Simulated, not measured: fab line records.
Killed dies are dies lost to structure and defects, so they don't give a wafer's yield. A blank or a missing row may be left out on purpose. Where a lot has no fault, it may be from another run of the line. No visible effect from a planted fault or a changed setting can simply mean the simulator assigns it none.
Split-lot experiment :: flow rit-cmos :: route with 202 steps; 5 lots, 23 wafers read

== ON THE SPLIT ==
At RIT_GATE_CVD_08 (deposits poly-Si from SiH4, target thk 250 nm, time 2220 s), the setting time-s was moved away from the recipe's 2220 s on 20 of the 23 wafers read, by -10.2% to +9.9%. For the rest of the wafers, this setting stayed at what the recipe calls for.

== FROM THE SPLIT TO THE READING: what the file shows between them, 3 steps ==
- RIT_GATE_THK_MEAS_09
- RIT_GATE_DEVELOP_15: develop time 50 s (also split here: dev-temp-c)
- RIT_GATE_HARDBAKE_18: time 60 s

== THE READING ==
oes-product-au, in a.u., at RIT_GATE_ETCH_19 (etches poly-Si in SF6/CHF3/O2, stops on SiO2, time 165 s, target depth 312.5 nm). A value of 0.853 a.u. with a standard deviation of 0.0096 a.u. is what fault-free wafers of this fab line usually give.

wafer: L076.1
tool, chamber at the split: -, -
time-s as run, s: 2053
against the recipe: -7.5%
oes-product-au, a.u.: 0.812
against lot-mates on the recipe: no lot-mate on the recipe

wafer: L076.2
tool, chamber at the split: -, -
time-s as run, s: 2053
against the recipe: -7.5%
oes-product-au, a.u.: 0.809
against lot-mates on the recipe: no lot-mate on the recipe

wafer: L076.3
tool, chamber at the split: -, -
time-s as run, s: 2053
against the recipe: -7.5%
oes-product-au, a.u.: 0.786
against lot-mates on the recipe: no lot-mate on the recipe

wafer: L076.4
tool, chamber at the split: -, -
time-s as run, s: 2053
against the recipe: -7.5%
oes-product-au, a.u.: 0.806
against lot-mates on the recipe: no lot-mate on the recipe

wafer: L076.5
tool, chamber at the split: -, -
time-s as run, s: 2053
against the recipe: -7.5%
oes-product-au, a.u.: 0.796
against lot-mates on the recipe: no lot-mate on the recipe

wafer: L080.1
tool, chamber at the split: -, -
time-s as run, s: 1994
against the recipe: -10.2%
oes-product-au, a.u.: 0.798
against lot-mates on the recipe: no lot-mate on the recipe

wafer: L080.2
tool, chamber at the split: -, -
time-s as run, s: 1994
against the recipe: -10.2%
oes-product-au, a.u.: 0.785
against lot-mates on the recipe: no lot-mate on the recipe

wafer: L080.3
tool, chamber at the split: -, -
time-s as run, s: 1994
against the recipe: -10.2%
oes-product-au, a.u.: 0.770
against lot-mates on the recipe: no lot-mate on the recipe

wafer: L080.4
tool, chamber at the split: -, -
time-s as run, s: 1994
against the recipe: -10.2%
oes-product-au, a.u.: 0.781
against lot-mates on the recipe: no lot-mate on the recipe

wafer: L080.6
tool, chamber at the split: -, -
time-s as run, s: 1994
against the recipe: -10.2%
oes-product-au, a.u.: 0.801
against lot-mates on the recipe: no lot-mate on the recipe

wafer: L081.1
tool, chamber at the split: -, -
time-s as run, s: 2439
against the recipe: +9.9%
oes-product-au, a.u.: 0.909
against lot-mates on the recipe: no lot-mate on the recipe

wafer: L081.2
tool, chamber at the split: -, -
time-s as run, s: 2439
against the recipe: +9.9%
oes-product-au, a.u.: 0.911
against lot-mates on the recipe: no lot-mate on the recipe

wafer: L081.3
tool, chamber at the split: -, -
time-s as run, s: 2439
against the recipe: +9.9%
oes-product-au, a.u.: 0.914
against lot-mates on the recipe: no lot-mate on the recipe

wafer: L081.5
tool, chamber at the split: -, -
time-s as run, s: 2439
against the recipe: +9.9%
oes-product-au, a.u.: 0.919
against lot-mates on the recipe: no lot-mate on the recipe

wafer: L081.6
tool, chamber at the split: -, -
time-s as run, s: 2439
against the recipe: +9.9%
oes-product-au, a.u.: 0.896
against lot-mates on the recipe: no lot-mate on the recipe

wafer: L082.1
tool, chamber at the split: lpcvd-02, 1
time-s as run, s: 2220
against the recipe: recipe
oes-product-au, a.u.: 0.855
against lot-mates on the recipe: -

wafer: L082.3
tool, chamber at the split: lpcvd-02, 1
time-s as run, s: 2220
against the recipe: recipe
oes-product-au, a.u.: 0.856
against lot-mates on the recipe: -

wafer: L082.6
tool, chamber at the split: lpcvd-02, 1
time-s as run, s: 2220
against the recipe: recipe
oes-product-au, a.u.: 0.846
against lot-mates on the recipe: -

wafer: L085.1
tool, chamber at the split: -, -
time-s as run, s: 2358
against the recipe: +6.2%
oes-product-au, a.u.: 0.890
against lot-mates on the recipe: no lot-mate on the recipe

wafer: L085.2
tool, chamber at the split: -, -
time-s as run, s: 2358
against the recipe: +6.2%
oes-product-au, a.u.: 0.893
against lot-mates on the recipe: no lot-mate on the recipe

wafer: L085.4
tool, chamber at the split: -, -
time-s as run, s: 2358
against the recipe: +6.2%
oes-product-au, a.u.: 0.885
against lot-mates on the recipe: no lot-mate on the recipe

wafer: L085.5
tool, chamber at the split: -, -
time-s as run, s: 2358
against the recipe: +6.2%
oes-product-au, a.u.: 0.884
against lot-mates on the recipe: no lot-mate on the recipe

wafer: L085.6
tool, chamber at the split: -, -
time-s as run, s: 2358
against the recipe: +6.2%
oes-product-au, a.u.: 0.894
against lot-mates on the recipe: no lot-mate on the recipe

THE FIT
A straight line over all 23 wafers: oes-product-au changes by +0.0062 a.u. for each +1% of time-s; r = +0.99; the points scatter about the line by 0.0087 a.u.
Too few moved wafers with a lot-mate on the recipe to fit a line net of each lot's own level.

== THE WHOLE CHAIN: every reading that the file lists as answering this split, in the file's order ==
step: RIT_GATE_CVD_08
what it does: deposits poly-Si from SiH4, target thk 250 nm, time 2220 s
reading: poly-Si_of_GATE_CVD_08.thk-nm (the simulator's own value, which no gauge read)
change (the file's fit): +2.67 nm for each +1% of the setting
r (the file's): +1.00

step: RIT_GATE_THK_MEAS_09
what it does: 
reading: GATE_POLY_THK
change (the file's fit): +2.66 for each +1% of the setting
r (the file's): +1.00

step: RIT_GATE_ETCH_19
what it does: etches poly-Si in SF6/CHF3/O2, stops on SiO2, time 165 s, target depth 312.5 nm
reading: oes-product-au
change (the file's fit): +0.00621 a.u. for each +1% of the setting
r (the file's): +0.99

step: RIT_REOX_CLEAN_00
what it does: cleans in SC1, time 600 s
reading: poly-Si_of_GATE_CVD_08.thk-nm (the simulator's own value, which no gauge read)
change (the file's fit): +2.64 nm for each +1% of the setting
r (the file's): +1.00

== FILE'S OWN FIT ==
oes-product-au changes by +0.00621 a.u. for each +1% of time-s, r = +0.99.
